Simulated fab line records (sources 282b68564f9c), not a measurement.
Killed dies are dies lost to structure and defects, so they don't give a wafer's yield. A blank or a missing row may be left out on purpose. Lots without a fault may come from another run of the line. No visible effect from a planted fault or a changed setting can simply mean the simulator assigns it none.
A struck lot beside a sound one :: flow rit_cmos :: 15 steps out of a route of 202
Sound: the wafers L330.1, L330.3, L330.5. Wafers L339.2, L339.3, L339.4 were the ones struck. The cause is named last.
Order at every step that has rows: each side's tool, ch and its chambers, its first start. Under that, the readings that differ: sound wafers :: struck wafers :: difference of the means :: sigmas: that difference in standard deviations of wafers without a fault.
alike: same words and numbers on both sides, and readings whose means sit less than 2 such deviations apart. not compared: any withheld reading, any reading some wafer has no value for, any bound like >300 that may hide the same value, and any number with overlapping values for which the record gives no deviation.
A row with sigmas, a row that says differs or no value, or rows on one side alone: a step with any of these is where the two part. Numbers that don't overlap but have no deviation are shown without sigmas and don't part them. A reading that every wafer of one side lacks parts them only if that side has two wafers or more.

RIT_SILICIDE_RTA_06: time 10 s, ramp up 5 s, ramp down 10 s.
  sound on rtp_anneal-02 ch 0, day 3 21:23; struck on rtp_anneal-01 ch 0, day 5 19:13
  alike: chamber_o2_ppm, wafer_temp_C_max
RIT_CONTACT_CVD_00: deposits SiO2 from TEOS, target thk 400 nm, time 61 s.
  sound on pecvd-04 ch 0,1,2, day 3 21:27; struck on pecvd-04 ch 0,2, day 5 19:16
  alike: heater_power_w
RIT_CONTACT_THK_MEAS_01:
  sound on film_metro-01, day 3 21:31; struck on film_metro-02, day 5 19:20
  alike: CONTACT_TEOS_THK
then, 6 steps without rows for these wafers: RIT_CONTACT_HMDS_02 (prime time 60 s); RIT_CONTACT_COAT_03 (resist thk 1000 nm); RIT_CONTACT_SOFTBAKE_04 (time 60 s); RIT_CONTACT_EXPOSE_05 (exposes mask M11, target cd 1000 nm); RIT_CONTACT_PEB_06; RIT_CONTACT_DEVELOP_07 (develop time 125.5 s).
RIT_CONTACT_CD_MEAS_08 targets a cd of 1000 nm.
  sound on cd_sem-02, day 3 22:32; struck on cd_sem-02, day 5 20:29
  alike: cd_nm
RIT_CONTACT_OVL_MEAS_09:
  sound on overlay-02, day 3 22:39; struck on overlay-02, day 5 20:36
  alike: CONTACT_OVL
then, 1 step without rows for these wafers: RIT_CONTACT_HARDBAKE_10 (time 60 s).
RIT_CONTACT_ETCH_11: etches SiO2 in CHF3/CF4/Ar, stops on TiSi2, target depth 480 nm, time 320 s.
  sound on rie_diel-03 ch 0,2, day 3 22:50; struck on rie_diel-03 ch 1,3, day 5 20:47
reading: rf_fwd_power_W (W)
sound: 200.6 200.0 199.7
struck: 167.4 167.3 168.0
difference: -32.5
sigmas: -54

reading: model.NOVOLAK_of_CONTACT_COAT_03.thk_nm (nm)
sound: 767.3 772 764
struck: 774.6 780.7 780.5
difference: +10.8
sigmas: 
  alike: drypump_motor_current_A, mfc_ar_sccm, oes_product_au, throttle_valve_pct
  not compared: rf_hours_counter_h
RIT_CONTACT_STRIP_12: strips in O2, time 180 s.
  sound on plasma_asher-03 ch 0,1, day 3 23:02; struck on plasma_asher-02 ch 0,1, day 5 20:58
  alike: drypump_motor_current_A
  not compared: rf_hours_counter_h
RIT_M1_PROBE_99:
  sound on prober-01, day 4 03:55; struck on prober-02, day 6 01:53
reading: model.etest.antenna_contact.vt_shift_v (V)
sound: -0.01545 -0.008788 -0.01819
struck: -0.007409 -0.00263 0.0008517
difference: +0.011080
sigmas: 

## WHERE THEY PART
RIT_CONTACT_ETCH_11 only, going by this record. Later steps at which nothing parts them and some readings are alike: RIT_CONTACT_STRIP_12.

WHY: the cause the simulator had injected
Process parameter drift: rie_diel-03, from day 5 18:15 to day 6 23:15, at RIT_CONTACT_ETCH_11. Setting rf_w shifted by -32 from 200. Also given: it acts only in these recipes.
